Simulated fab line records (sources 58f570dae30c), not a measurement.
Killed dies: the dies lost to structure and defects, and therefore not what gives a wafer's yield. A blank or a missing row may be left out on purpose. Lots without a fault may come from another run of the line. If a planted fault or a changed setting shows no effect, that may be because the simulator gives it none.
Lot-split experiment | flow berkeley-cmos170 | 5 lots, 23 wafers read, on a route of 331 steps

## THE SPLIT ITSELF
At UCB170_M1_SPUTTER_00 (material Al, target thk 600 nm, time 80 s), the setting power-w was moved away from the recipe's 6000 W on 8 of the 23 wafers read, by -5.2% to +6.1%. This setting was run at the recipe's value on the other wafers.

## THE PATH FROM SPLIT TO READING: the file shows 1 step between them
- UCB170_M1_RS_MEAS_01: measures by four-point-probe

## THE READING
M1_AL_THK, in nm, at UCB170_M1_THK_MEAS_02 (measures by xrf). Fault-free wafers of this fab line usually give 604 nm, standard deviation 9.6 nm.

wafer  | tool, chamber at the split | power-w as run, W | against the recipe | M1_AL_THK, nm | against lot-mates on the recipe
L075.1 | pvd-sputter-04, -          | 6201              | +3.4%              | 639           | +28
L075.2 | pvd-sputter-04, -          | 6201              | +3.4%              | 645           | +34
L075.3 | pvd-sputter-04, -          | 6000              | recipe             | 610           | -
L075.4 | pvd-sputter-04, -          | 6201              | +3.4%              | 626           | +16
L075.5 | pvd-sputter-04, -          | 6000              | recipe             | 611           | -
L076.1 | pvd-sputter-03, -          | 6000              | recipe             | 587           | -
L076.2 | pvd-sputter-03, -          | 6000              | recipe             | 594           | -
L076.3 | pvd-sputter-03, -          | 6000              | recipe             | 598           | -
L076.4 | pvd-sputter-03, -          | 6000              | recipe             | 594           | -
L076.6 | pvd-sputter-03, -          | 6000              | recipe             | 589           | -
L079.1 | pvd-sputter-01, -          | 6364              | +6.1%              | 640           | +36
L079.2 | pvd-sputter-01, -          | 6364              | +6.1%              | 631           | +27
L079.4 | pvd-sputter-01, -          | 6000              | recipe             | 605           | -
L079.5 | pvd-sputter-01, -          | 6000              | recipe             | 599           | -
L079.6 | pvd-sputter-01, -          | 6000              | recipe             | 608           | -
L078.2 | pvd-sputter-04, -          | 6000              | recipe             | 614           | -
L078.4 | pvd-sputter-04, -          | 6000              | recipe             | 605           | -
L078.5 | pvd-sputter-04, -          | 6000              | recipe             | 615           | -
L082.1 | pvd-sputter-04, -          | 6000              | recipe             | 620           | -
L082.2 | pvd-sputter-04, -          | 5687              | -5.2%              | 573           | -40
L082.3 | pvd-sputter-04, -          | 5687              | -5.2%              | 592           | -20
L082.4 | pvd-sputter-04, -          | 5687              | -5.2%              | 582           | -30
L082.6 | pvd-sputter-04, -          | 6000              | recipe             | 605           | -

FIT RESULTS
A straight line over all 23 wafers: M1_AL_THK changes by +5.47 nm for each +1% of power-w; r = +0.84; the points scatter about the line by 11 nm.
The same after taking each lot's own level away (the mean of its wafers on the recipe; 23 wafers): +5.9 nm for each +1%; r = +0.94; scatter 6.4 nm.
On that fit, the largest move of power-w shifts the reading by 36 nm.
Measured against the standard deviation above, the lots' own levels, which go from 592.4 to 612.5 nm, span 2.1 times it.
The two slopes agree, so the slope changes little with the lot-to-lot level.
Check: for one of the wafers moved furthest among these (+6.1%), held out of the fit, the line's prediction against its lot-mates is +36.4 nm. Against them it came out at +36 nm.

## OTHER SPLITS APPLIED TO THESE WAFERS
Note: prior to the reading, these wafers also went through further splits. Each is held against what the fit with the lots' levels taken away leaves over:
other split on the same wafers   | wafers away from the commonest value | r with M1_AL_THK (lot level and that fit taken away)
UCB170_BACKSIDE_STRIP_03 power-w | 5                                    | +0.25

## THE WHOLE CHAIN: every reading that the file lists as answering this split, in the file's order
step                  | what it does                              | reading                                                                     | change (the file's fit)               | r (the file's)
UCB170_M1_SPUTTER_00  | material Al, target thk 600 nm, time 80 s | Al_of_M1_SPUTTER_00.thk-nm (the simulator's own value, which no gauge read) | +5.9 nm for each +1% of the setting   | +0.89
UCB170_M1_RS_MEAS_01  | measures by four-point-probe              | M1_AL_RS                                                                    | -0.000477 for each +1% of the setting | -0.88
UCB170_M1_THK_MEAS_02 | measures by xrf                           | M1_AL_THK                                                                   | +5.78 for each +1% of the setting     | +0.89

## THE FILE'S OWN FIT
M1_AL_THK changes by +5.78 nm for each +1% of power-w, r = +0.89.
